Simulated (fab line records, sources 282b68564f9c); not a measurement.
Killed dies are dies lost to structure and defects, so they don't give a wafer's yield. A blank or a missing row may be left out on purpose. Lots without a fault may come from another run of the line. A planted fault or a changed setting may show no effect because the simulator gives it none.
fab line records | flow rit_cmos
record lots=14 wafers=42 last_day=7
route steps=202 shown M1@198
lots that met no fault: from a run of the same line without faults
start_h: hours from the record's first day to the start of the lot's first wafer shown | wait_h: hours since the lot's step before | " the same as in the row above | L1.1+2: a row that stands for several wafers | - no value, or no start given | * or withheld: withheld | < > ~ a bound
route shown NAME@n: a module of which the file shows steps, and the number in the route of the first | usual: mean/standard deviation of fault-free wafers | same: alike in all rows | chamber/n: place in a boat | sites: the reading at each site | _std_site: their standard deviation | _edge_site: outer sites' mean less inner sites' | radius_mm: how far each site lies from the wafer's centre | mask NAME#n: copy n | behind: the tool/chamber that last shaped the wafer | hold: why the lot was held/for how many hours/how that ended | device: the transistor (n, p or np) that didn't switch | end of line: the same wafers' tests at the end of the route | a step without rows: its recipe alone | killed: dies lost to structure and defects at the first sort, not the wafer's yield | map: a wafer's dies, x killed, . not, _ none there
set.NAME: the setting as run; set.NAME@STEP: as run at that earlier step | model.NAME: the simulator's own value behind a step, which no gauge read
steps of the route over a sample of lots; a table a step, a row a wafer
services: from which hour (start_h, from the record's first day; less than 0 if before it) a tool's chamber was out of use, for how many hours, and why
## steps
# step RIT_M1_STRIP_14
# recipe chemistry=O2 time_s=180 platen_temp_c=withheld power_w=500 pressure_mtorr=4000 o2_flow_sccm=4000
# usual drypump_motor_current_A=5.8/0.5 run_length_s=208.4/0.55
# columns lot.wafer tool chamber start_h wait_h drypump_motor_current_A rf_hours_counter_h run_length_s
L945.1 plasma_asher-04 0 68.26 0.0 5.6 27 207.5
L945.3 " 0 " " 5.7 - 207.6
L945.4 " 1 " " 5.1 - 208.4
L947.3 plasma_asher-03 0 72.27 0.1 5.9 - 208.4
L947.5 " 0 " " 5.9 - 208.6
L947.6 " 1 " " 6.7 - 208.9
L946.1 plasma_asher-03 0 73.97 0.0 5.9 45 208.9
L946.2 " 1 " " 6.7 45 208.9
L946.3 " 1 " " 6.7 - 209.1
L948.1 plasma_asher-03 0 78.93 0.0 5.9 45 209.1
L948.2 " 1 " " 6.6 45 209.2
L948.3 " 1 " " 6.7 - 208.9
L949.2 plasma_asher-03 0 83.49 0.0 5.9 46 209.3
L949.3 " 1 " " 6.7 - 209.4
L949.6 " 0 " " 5.9 - 208.8
L950.2 plasma_asher-03 0 88.83 0.0 5.9 47 208.8
L950.3 " 0 " " 5.9 - 208.8
L950.5 " 1 " " 6.7 - 208.9
L951.1 plasma_asher-02 0 90.96 0.0 5.5 45 208.6
L951.3 " 1 " " 5.5 - 207.7
L951.5 " 1 " " 5.5 - 208.0
L953.1 plasma_asher-03 0 101.66 0.0 5.9 48 208.9
L953.3 " 1 " " 6.7 - 209.1
L953.5 " 1 " " 6.6 - 209.0
L956.1 plasma_asher-02 0 115.57 0.0 5.6 48 208.2
L956.3 " 1 " " 5.5 - 207.7
L956.5 " 1 " " 5.5 - 208.3
L957.2 plasma_asher-02 0 120.69 0.0 5.6 48 208.6
L957.4 " 0 " " 5.6 - 208.5
L957.6 " 0 " " 5.6 - 208.0
L965.2 plasma_asher-03 1 159.22 0.0 6.7 5 219.2
L965.4 " 1 " " 6.7 - 219.2
L965.6 " 0 " " 5.9 - 218.5
L966.3 plasma_asher-03 0 165.46 0.1 5.9 - 218.8
L966.4 " 1 " " 6.7 - 219.0
L966.5 " 0 " " 5.9 - 218.8
L967.1 plasma_asher-04 1 170.73 0.0 5.1 38 208.0
L967.4 " 0 " " 5.7 - 207.6
L967.6 " 0 " " 5.7 - 207.7
L968.1 plasma_asher-04 0 175.74 0.0 5.7 38 207.6
L968.2 " 1 " " 5.2 38 207.7
L968.6 " 1 " " 5.2 - 208.1
# step RIT_M1_PROBE_99
# usual defect_limited_yield=97.5/1.2 killed_at_contacts=0.0/0.18 killed_at_front_end=7/3 killed_dies=7/3 killed_on_rim=2/1.4 killed_open=3.6/1.9 killed_short=3.2/1.8 sort_bin_3_pad_short=0.1/0.22 sort_bin_5_function=1.4/0.77 sort_bin_6_memory=1.0/0.63 sort_n_pass=257/3 sort_yield_pct=97.5/1.2
# same gross_dies=264 killed_at_M0_to_M3=0 killed_at_M4_up=0 killed_at_back_side=0 killed_at_other=0
# columns lot.wafer tool chamber start_h wait_h defect_limited_yield[%] killed_at_contacts killed_at_front_end killed_dies killed_on_rim killed_open killed_short sort_bin_3_pad_short[%] sort_bin_5_function[%] sort_bin_6_memory[%] sort_n_pass sort_yield_pct[%]
L945.1 prober-02 - 70.17 0.1 94.3 0 15 15 4 9 6 0.8 1.9 3.0 249 94.3
L945.3 prober-02 - 70.27 0.2 96.6 0 9 9 4 4 5 0 1.9 1.5 255 96.6
L945.4 prober-02 - 70.32 0.2 98.9 0 3 3 1 1 2 0 0.4 0.8 261 98.9
L947.3 prober-01 - 74.23 0.2 99.2 0 2 2 1 1 1 0 0.8 0 262 99.2
L947.5 prober-01 - 74.33 0.2 98.1 0 5 5 1 3 2 0.4 1.1 0.4 259 98.1
L947.6 prober-01 - 74.38 0.2 98.5 0 4 4 2 3 1 0 1.1 0.4 260 98.5
L946.1 prober-02 - 75.88 0.1 96.2 0 10 10 3 6 4 0 1.5 2.3 254 96.2
L946.2 prober-02 - 75.93 0.1 97.7 0 6 6 3 4 2 0 1.1 1.1 258 97.7
L946.3 prober-02 - 75.98 0.2 95.1 0 13 13 5 7 6 0 3.0 1.9 251 95.1
L948.1 prober-01 - 80.85 0.1 97.0 0 8 8 3 5 3 0 2.7 0.4 256 97.0
L948.2 prober-01 - 80.90 0.1 98.1 0 5 5 3 4 1 0 1.1 0.8 259 98.1
L948.3 prober-01 - 80.95 0.2 94.7 0 14 14 1 8 6 0.8 2.7 1.9 250 94.7
L949.2 prober-02 - 85.46 0.1 98.9 0 3 3 0 3 0 0 0.4 0.8 261 98.9
L949.3 prober-02 - 85.51 0.2 98.9 0 3 3 1 2 1 0.4 0.8 0 261 98.9
L949.6 prober-02 - 85.66 0.2 98.5 0 4 4 0 3 1 0 1.1 0.4 260 98.5
L950.2 prober-01 - 90.80 0.1 99.2 0 2 2 1 1 1 0 0.8 0 262 99.2
L950.3 prober-01 - 90.85 0.2 97.3 0 7 7 2 4 3 0 1.1 1.5 257 97.3
L950.5 prober-01 - 90.95 0.2 96.2 0 10 10 1 6 4 0.4 2.3 1.1 254 96.2
L951.1 prober-02 - 92.87 0.1 97.0 0 8 8 3 4 4 0 1.5 1.5 256 97.0
L951.3 prober-02 - 92.97 0.2 98.1 0 5 5 2 4 1 0 1.5 0.4 259 98.1
L951.5 prober-02 - 93.07 0.2 97.3 0 7 7 1 5 2 0 1.5 1.1 257 97.3
L953.1 prober-02 - 103.58 0.1 99.2 0 2 2 2 2 0 0 0.4 0.4 262 99.2
L953.3 prober-02 - 103.68 0.2 97.0 0 8 8 3 4 4 0 0.8 2.3 256 97.0
L953.5 prober-02 - 103.78 0.2 98.1 0 5 5 2 2 3 0 1.5 0.4 259 98.1
L956.1 prober-01 - 117.48 0.1 97.7 0 6 6 1 4 2 0 0.4 1.9 258 97.7
L956.3 prober-01 - 117.58 0.2 97.3 0 7 7 2 3 4 0.4 1.5 0.8 257 97.3
L956.5 prober-01 - 117.68 0.2 98.1 0 5 5 1 3 2 0 0.8 1.1 259 98.1
L957.2 prober-02 - 122.65 0.1 97.3 0 7 7 2 4 3 0 1.9 0.8 257 97.3
L957.4 prober-02 - 122.75 0.2 98.5 0 4 4 2 2 2 0 1.1 0.4 260 98.5
L957.6 prober-02 - 122.85 0.2 98.5 0 4 4 2 1 3 0 1.1 0.4 260 98.5
L965.2 prober-02 - 161.28 0.1 97.7 0 6 6 2 2 4 0 1.5 0.8 258 97.7
L965.4 prober-02 - 161.38 0.2 97.3 1 6 7 1 2 5 0 0.8 1.9 257 97.3
L965.6 prober-02 - 161.48 0.2 98.1 0 5 5 2 4 1 0 0.8 1.1 259 98.1
L966.3 prober-01 - 167.42 0.2 97.0 0 8 8 3 6 2 0.4 1.9 0.8 256 97.0
L966.4 prober-01 - 167.47 0.2 96.6 0 9 9 1 6 3 0 2.7 0.8 255 96.6
L966.5 prober-01 - 167.52 0.2 97.7 0 6 6 2 4 2 0 2.3 0 258 97.7
L967.1 prober-02 - 172.64 0.1 98.9 0 3 3 0 1 2 0.4 0.8 0 261 98.9
L967.4 prober-02 - 172.79 0.2 98.1 0 5 5 2 5 0 0 1.1 0.8 259 98.1
L967.6 prober-02 - 172.89 0.2 98.1 0 5 5 2 1 4 0 0.8 1.1 259 98.1
L968.1 prober-01 - 177.66 0.1 97.0 0 8 8 1 4 4 0 1.1 1.9 256 97.0
L968.2 prober-01 - 177.71 0.1 98.9 0 3 3 0 3 0 0 0.8 0.4 261 98.9
L968.6 prober-01 - 177.91 0.2 97.7 0 6 6 1 3 3 0 1.5 0.8 258 97.7
# killed by level:class
L945.1 GATE:geometric_particle:open=3 SILICIDE:geometric_particle:short=3 GATE:geometric_particle:short=2 REOX:geometric_particle:open=2 SILICIDE:geometric_particle:open=2 FOX2:geometric_particle:open=1 REOX:geometric_particle:short=1 SPACER:geometric_particle:open=1
L945.3 GATE:geometric_particle:open=4 REOX:geometric_particle:short=2 FOX1:geometric_particle:short=1 GATE:geometric_particle:short=1 SILICIDE:geometric_particle:short=1
L945.4 SILICIDE:geometric_particle:short=2 GATE:geometric_particle:open=1
L947.3 REOX:geometric_particle:short=1 SPACER:geometric_particle:open=1
L947.5 FOX2:geometric_particle:open=1 GATE:geometric_particle:short=1 GATE:geometric_particle:open=1 SPACER:geometric_particle:open=1 SPACER:geometric_particle:short=1
L947.6 REOX:geometric_particle:open=2 FOX2:geometric_particle:open=1 SPACER:geometric_particle:short=1
L946.1 REOX:geometric_particle:short=2 REOX:geometric_particle:open=2 SPACER:geometric_particle:open=2 FOX2:geometric_particle:open=1 GATE:geometric_particle:open=1 SPACER:geometric_particle:short=1 SILICIDE:geometric_particle:short=1
L946.2 GATE:geometric_particle:short=2 SPACER:geometric_particle:open=2 GATE:geometric_particle:open=1 REOX:geometric_particle:open=1
L946.3 GATE:geometric_particle:short=4 GATE:geometric_particle:open=2 REOX:geometric_particle:short=2 REOX:geometric_particle:open=2 FOX1:geometric_particle:open=1 SPACER:geometric_particle:open=1 SILICIDE:geometric_particle:open=1
L948.1 FOX1:geometric_particle:open=2 FOX1:geometric_particle:short=1 GATE:geometric_particle:short=1 GATE:geometric_particle:open=1 REOX:geometric_particle:open=1 SPACER:geometric_particle:open=1 SILICIDE:geometric_particle:short=1
L948.2 GATE:geometric_particle:open=2 FOX2:geometric_particle:open=1 REOX:geometric_particle:open=1 SILICIDE:geometric_particle:short=1
L948.3 SPACER:geometric_particle:short=5 REOX:geometric_particle:open=2 SPACER:geometric_particle:open=2 SILICIDE:geometric_particle:open=2 FOX2:geometric_particle:open=1 GATE:geometric_particle:open=1 SILICIDE:geometric_particle:short=1
L949.2 FOX1:geometric_particle:open=1 GATE:geometric_particle:open=1 SILICIDE:geometric_particle:open=1
L949.3 FOX1:geometric_particle:short=1 GATE:geometric_particle:open=1 SILICIDE:geometric_particle:open=1
L949.6 FOX1:geometric_particle:open=1 GATE:geometric_particle:open=1 GATE:geometric_particle:short=1 SPACER:geometric_particle:open=1
L950.2 FOX1:geometric_particle:short=1 SILICIDE:geometric_particle:open=1
L950.3 GATE:geometric_particle:open=2 SILICIDE:geometric_particle:short=2 GATE:geometric_particle:short=1 SPACER:geometric_particle:open=1 SILICIDE:geometric_particle:open=1
L950.5 SILICIDE:geometric_particle:open=3 SILICIDE:geometric_particle:short=2 FOX1:geometric_particle:open=1 FOX2:geometric_particle:short=1 GATE:geometric_particle:short=1 GATE:geometric_particle:open=1 SPACER:geometric_particle:open=1
L951.1 FOX2:geometric_particle:short=2 FOX1:geometric_particle:open=1 FOX2:geometric_particle:open=1 GATE:geometric_particle:short=1 REOX:geometric_particle:open=1 SPACER:geometric_particle:open=1 SILICIDE:geometric_particle:short=1
L951.3 GATE:geometric_particle:open=2 FOX1:geometric_particle:short=1 FOX1:geometric_particle:open=1 REOX:geometric_particle:open=1
L951.5 SPACER:geometric_particle:open=2 GATE:geometric_particle:short=1 GATE:geometric_particle:open=1 REOX:geometric_particle:short=1 REOX:geometric_particle:open=1 SILICIDE:geometric_particle:open=1
L953.1 GATE:geometric_particle:open=1 SILICIDE:geometric_particle:open=1
L953.3 GATE:geometric_particle:open=2 SILICIDE:geometric_particle:short=2 FOX1:geometric_particle:short=1 REOX:geometric_particle:open=1 REOX:geometric_particle:short=1 SILICIDE:geometric_particle:open=1
L953.5 FOX1:geometric_particle:open=1 FOX1:geometric_particle:short=1 GATE:geometric_particle:short=1 SPACER:geometric_particle:open=1 SILICIDE:geometric_particle:short=1
L956.1 FOX1:geometric_particle:open=3 GATE:geometric_particle:short=1 SPACER:geometric_particle:short=1 SILICIDE:geometric_particle:open=1
L956.3 GATE:geometric_particle:short=3 FOX1:geometric_particle:open=1 FOX2:geometric_particle:short=1 GATE:geometric_particle:open=1 REOX:geometric_particle:open=1
L956.5 SILICIDE:geometric_particle:short=2 FOX1:geometric_particle:open=1 REOX:geometric_particle:open=1 SPACER:geometric_particle:open=1
L957.2 GATE:geometric_particle:open=2 FOX1:geometric_particle:short=1 REOX:geometric_particle:open=1 REOX:geometric_particle:short=1 SPACER:geometric_particle:short=1 SPACER:geometric_particle:open=1
L957.4 GATE:geometric_particle:open=2 SPACER:geometric_particle:short=1 SILICIDE:geometric_particle:short=1
L957.6 REOX:geometric_particle:open=1 REOX:geometric_particle:short=1 SPACER:geometric_particle:short=1 SILICIDE:geometric_particle:short=1
L965.2 SILICIDE:geometric_particle:short=3 GATE:geometric_particle:open=1 REOX:geometric_particle:short=1 SILICIDE:geometric_particle:open=1
L965.4 GATE:geometric_particle:short=3 FOX1:geometric_particle:open=1 SPACER:geometric_particle:short=1 SILICIDE:geometric_particle:short=1 CONTACT:geometric_particle:open=1
L965.6 FOX1:geometric_particle:open=2 SPACER:geometric_particle:open=2 GATE:geometric_particle:short=1
L966.3 SILICIDE:geometric_particle:open=3 FOX1:geometric_particle:open=1 FOX2:geometric_particle:open=1 GATE:geometric_particle:open=1 GATE:geometric_particle:short=1 SILICIDE:geometric_particle:short=1
L966.4 FOX2:geometric_particle:open=2 REOX:geometric_particle:open=2 FOX2:geometric_particle:short=1 GATE:geometric_particle:short=1 GATE:geometric_particle:open=1 REOX:geometric_particle:short=1 SPACER:geometric_particle:open=1
L966.5 FOX1:geometric_particle:open=1 FOX1:geometric_particle:short=1 FOX2:geometric_particle:open=1 GATE:geometric_particle:open=1 GATE:geometric_particle:short=1 SPACER:geometric_particle:open=1
L967.1 GATE:geometric_particle:short=1 SPACER:geometric_particle:short=1 SILICIDE:geometric_particle:open=1
L967.4 FOX1:geometric_particle:open=2 SILICIDE:geometric_particle:open=2 SPACER:geometric_particle:open=1
L967.6 GATE:geometric_particle:short=3 FOX1:geometric_particle:short=1 GATE:geometric_particle:open=1
L968.1 GATE:geometric_particle:open=2 FOX1:geometric_particle:short=1 FOX2:geometric_particle:short=1 GATE:geometric_particle:short=1 REOX:geometric_particle:open=1 SPACER:geometric_particle:short=1 SPACER:geometric_particle:open=1
L968.2 GATE:geometric_particle:open=2 REOX:geometric_particle:open=1
L968.6 SILICIDE:geometric_particle:open=2 FOX1:geometric_particle:short=1 FOX1:geometric_particle:open=1 GATE:geometric_particle:short=1 SPACER:geometric_particle:short=1
## services
# columns tool chamber start_h hours kind
plasma_asher-04 - 73.26 1.3 repair
plasma_asher-03 - 108.75 9.0 pm
plasma_asher-03 0 108.75 9.0 vent_cycle
plasma_asher-03 1 108.75 9.0 vent_cycle
plasma_asher-03 0 117.75 - clean
plasma_asher-03 1 117.75 - clean
plasma_asher-04 - 131.30 3.8 repair
plasma_asher-02 - 153.93 14.6 pm
plasma_asher-04 - 157.03 1.3 repair
## key
first_sign step=RIT_M1_STRIP_14 reading=run_length_s direction=up sigmas=19 usual=* struck=*
effect none on later readings
met_at RIT_M1_STRIP_14
struck_lots L965,L966
onset_between 101.66 159.22
fault kind=process_parameter_drift tool=plasma_asher-03 chamber=- onset_h=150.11 steps=RIT_M1_STRIP_14 channel=time_s offset=* shape=step end_h=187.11 acts_in=* stated=*
